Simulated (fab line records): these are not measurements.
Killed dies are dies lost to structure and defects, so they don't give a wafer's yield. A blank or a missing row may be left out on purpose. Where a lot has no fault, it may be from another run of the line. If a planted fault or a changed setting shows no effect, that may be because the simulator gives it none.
Split-lot trial / flow berkeley-cmos170 / 23 wafers read from 5 lots, route of 331 steps

## THE SPLIT ITSELF
At UCB170_PLDD_COAT_01 (resist thk 900 nm), the setting resist-thk-nm was moved away from the recipe's 900 nm on 5 of the 23 wafers read, by -5.3% to -2.9%. This setting was run at the recipe's value on the other wafers.

Reading taken at the split's own step.

## THE READING
KrF_of_PLDD_COAT_01.thk-nm (the simulator's own value, which no gauge read), in nm, at UCB170_PLDD_COAT_01 (resist thk 900 nm). No usual value for it is given in the file. Here, 18 wafers ran the recipe; their average is 900.2 nm with a standard deviation of 2.8 nm.

wafer=L076.1; tool, chamber at the split=litho-track-01, 0; resist-thk-nm as run, nm=873.6; against the recipe=-2.9%; KrF_of_PLDD_COAT_01.thk-nm, nm=871.6; against lot-mates on the recipe=-27.1
wafer=L076.2; tool, chamber at the split=litho-track-01, 0; resist-thk-nm as run, nm=900; against the recipe=recipe; KrF_of_PLDD_COAT_01.thk-nm, nm=899.5; against lot-mates on the recipe=-
wafer=L076.3; tool, chamber at the split=litho-track-01, 0; resist-thk-nm as run, nm=873.6; against the recipe=-2.9%; KrF_of_PLDD_COAT_01.thk-nm, nm=873.6; against lot-mates on the recipe=-25.1
wafer=L076.4; tool, chamber at the split=litho-track-01, 0; resist-thk-nm as run, nm=873.6; against the recipe=-2.9%; KrF_of_PLDD_COAT_01.thk-nm, nm=871.1; against lot-mates on the recipe=-27.6
wafer=L076.5; tool, chamber at the split=litho-track-01, 0; resist-thk-nm as run, nm=900; against the recipe=recipe; KrF_of_PLDD_COAT_01.thk-nm, nm=898; against lot-mates on the recipe=-
wafer=L078.1; tool, chamber at the split=litho-track-03, 0; resist-thk-nm as run, nm=900; against the recipe=recipe; KrF_of_PLDD_COAT_01.thk-nm, nm=897.5; against lot-mates on the recipe=-
wafer=L078.4; tool, chamber at the split=litho-track-03, 0; resist-thk-nm as run, nm=900; against the recipe=recipe; KrF_of_PLDD_COAT_01.thk-nm, nm=905.4; against lot-mates on the recipe=-
wafer=L078.6; tool, chamber at the split=litho-track-03, 0; resist-thk-nm as run, nm=900; against the recipe=recipe; KrF_of_PLDD_COAT_01.thk-nm, nm=902.8; against lot-mates on the recipe=-
wafer=L081.1; tool, chamber at the split=litho-track-02, 0; resist-thk-nm as run, nm=852.7; against the recipe=-5.3%; KrF_of_PLDD_COAT_01.thk-nm, nm=849.4; against lot-mates on the recipe=-50.3
wafer=L081.2; tool, chamber at the split=litho-track-02, 0; resist-thk-nm as run, nm=900; against the recipe=recipe; KrF_of_PLDD_COAT_01.thk-nm, nm=900.6; against lot-mates on the recipe=-
wafer=L081.3; tool, chamber at the split=litho-track-02, 0; resist-thk-nm as run, nm=900; against the recipe=recipe; KrF_of_PLDD_COAT_01.thk-nm, nm=899.9; against lot-mates on the recipe=-
wafer=L081.5; tool, chamber at the split=litho-track-02, 0; resist-thk-nm as run, nm=900; against the recipe=recipe; KrF_of_PLDD_COAT_01.thk-nm, nm=898.5; against lot-mates on the recipe=-
wafer=L081.6; tool, chamber at the split=litho-track-02, 0; resist-thk-nm as run, nm=852.7; against the recipe=-5.3%; KrF_of_PLDD_COAT_01.thk-nm, nm=849.5; against lot-mates on the recipe=-50.2
wafer=L084.1; tool, chamber at the split=litho-track-02, 0; resist-thk-nm as run, nm=900; against the recipe=recipe; KrF_of_PLDD_COAT_01.thk-nm, nm=904.1; against lot-mates on the recipe=-
wafer=L084.2; tool, chamber at the split=litho-track-02, 0; resist-thk-nm as run, nm=900; against the recipe=recipe; KrF_of_PLDD_COAT_01.thk-nm, nm=900.2; against lot-mates on the recipe=-
wafer=L084.3; tool, chamber at the split=litho-track-02, 0; resist-thk-nm as run, nm=900; against the recipe=recipe; KrF_of_PLDD_COAT_01.thk-nm, nm=903; against lot-mates on the recipe=-
wafer=L084.5; tool, chamber at the split=litho-track-02, 0; resist-thk-nm as run, nm=900; against the recipe=recipe; KrF_of_PLDD_COAT_01.thk-nm, nm=902.5; against lot-mates on the recipe=-
wafer=L084.6; tool, chamber at the split=litho-track-02, 0; resist-thk-nm as run, nm=900; against the recipe=recipe; KrF_of_PLDD_COAT_01.thk-nm, nm=904.5; against lot-mates on the recipe=-
wafer=L085.2; tool, chamber at the split=litho-track-01, 0; resist-thk-nm as run, nm=900; against the recipe=recipe; KrF_of_PLDD_COAT_01.thk-nm, nm=898.3; against lot-mates on the recipe=-
wafer=L085.3; tool, chamber at the split=litho-track-01, 0; resist-thk-nm as run, nm=900; against the recipe=recipe; KrF_of_PLDD_COAT_01.thk-nm, nm=897.1; against lot-mates on the recipe=-
wafer=L085.4; tool, chamber at the split=litho-track-01, 0; resist-thk-nm as run, nm=900; against the recipe=recipe; KrF_of_PLDD_COAT_01.thk-nm, nm=896.5; against lot-mates on the recipe=-
wafer=L085.5; tool, chamber at the split=litho-track-01, 0; resist-thk-nm as run, nm=900; against the recipe=recipe; KrF_of_PLDD_COAT_01.thk-nm, nm=897.3; against lot-mates on the recipe=-
wafer=L085.6; tool, chamber at the split=litho-track-01, 0; resist-thk-nm as run, nm=900; against the recipe=recipe; KrF_of_PLDD_COAT_01.thk-nm, nm=898; against lot-mates on the recipe=-

THE FIT
A straight line over all 23 wafers: KrF_of_PLDD_COAT_01.thk-nm changes by +9.64 nm for each +1% of resist-thk-nm; r = +0.99; the points scatter about the line by 2.6 nm.
The same after taking each lot's own level away (the mean of its wafers on the recipe; 23 wafers): +9.42 nm for each +1%; r = +1.00; scatter 1.6 nm.
On that fit, the largest move of resist-thk-nm shifts the reading by 50 nm.
The span of the lots' own levels, 897.44 to 902.86 nm, comes to 2.0 times the standard deviation stated above.
Consequently the slope shifts little with the lot-to-lot level, the two slopes agreeing.
Check: -49 nm against its lot-mates is what the line predicts for one of the wafers moved furthest among these (-5.3%) when that wafer is left out of the fit. It came out at -50.3 nm against them.

## THE WHOLE CHAIN: every reading that the file lists as answering this split, in the file's order
step=UCB170_PLDD_COAT_01; what it does=resist thk 900 nm; reading=KrF_of_PLDD_COAT_01.thk-nm (the simulator's own value, which no gauge read); change (the file's fit)=+9.44 nm for each +1% of the setting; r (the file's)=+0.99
step=UCB170_PLDD_STRIP_10; what it does=strips in O2; reading=strip-time-to-endpoint-s; change (the file's fit)=withheld for each +1% of the setting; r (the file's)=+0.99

## THE FILE'S OWN FIT
KrF_of_PLDD_COAT_01.thk-nm changes by +9.44 nm for each +1% of resist-thk-nm, r = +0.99.
